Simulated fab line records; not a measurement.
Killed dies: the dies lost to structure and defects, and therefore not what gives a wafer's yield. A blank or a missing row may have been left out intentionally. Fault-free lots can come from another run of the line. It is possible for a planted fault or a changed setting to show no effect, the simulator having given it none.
Which tool is to blame? | flow rit cmos | 21 wafers from 7 lots sampled at 3 of the route's 202 steps

WHAT THE GAUGES READ, wafer by wafer
RIT_SDANNEAL_RS_MEAS_07: a four-point-probe measurement.
lot  | measured    | on            | NLDD_RS (ohm/sq)
L517 | day 3 19:17 | film metro-03 | 150.7 150.4 150.8
L521 | day 4 19:57 | film metro-01 | 152.6 152.9 152.9
L523 | day 4 23:11 | film metro-03 | 152.0 152.0 151.2
L525 | day 5 12:17 | film metro-01 | 151.5 151.6 151.5
L532 | day 6 22:42 | film metro-02 | 150.5 151.3 151.0
L536 | day 7 16:24 | film metro-01 | 151.7 152.1 151.3
L538 | day 8 03:11 | film metro-02 | 151.1 151.1 151.0

WHAT TOOL EACH LOT RAN ON (gives the tool, then ch and the chambers of the sampled wafers, and finally the start)
lot  | RIT_ACTIVE_STRIP_14                 | RIT_GATE_CLEAN_01
L517 | plasma asher-03 ch 0,1, day 2 05:15 | wet bench-04 ch 3, day 3 00:14
L521 | plasma asher-01 ch 0, day 2 21:09   | wet bench-02 ch 2, day 3 18:10
L523 | plasma asher-04 ch 0,1, day 3 07:08 | wet bench-02 ch 1, day 4 01:39
L525 | plasma asher-01 ch 0,1, day 3 16:54 | wet bench-04 ch 3, day 4 13:42
L532 | plasma asher-03 ch 0,1, day 5 06:33 | wet bench-02 ch 1, day 6 02:31
L536 | plasma asher-03 ch 0,1, day 6 00:53 | wet bench-02 ch 3, day 6 18:35
L538 | plasma asher-01 ch 0,1, day 6 10:08 | wet bench-02 ch 1, day 7 06:58
- RIT_ACTIVE_STRIP_14: strips in O2, time 180 s.
- RIT_GATE_CLEAN_01: cleans in SC1, time 600 s.

THE ANSWER, worked out from the rows above alone
Rule: what is usual is taken from the lots themselves. The widest of any qualifying gaps counts: lots, ordered by their means at a reading, are off when they make up no more than a third of the lots, leave a main group of 4 or more, and stand apart from it by 3 or more times the standard deviation of that group's means. Not used: any main group whose means are identical at the precision the tables above print for the reading. A lot without any number at a reading at which 4 lots or more have one is off too. The other lots that the step has rows for count as sound.
Nothing can be told from this: no lot is off at any reading shown.

WHAT WAS PUT IN BY THE SIMULATOR
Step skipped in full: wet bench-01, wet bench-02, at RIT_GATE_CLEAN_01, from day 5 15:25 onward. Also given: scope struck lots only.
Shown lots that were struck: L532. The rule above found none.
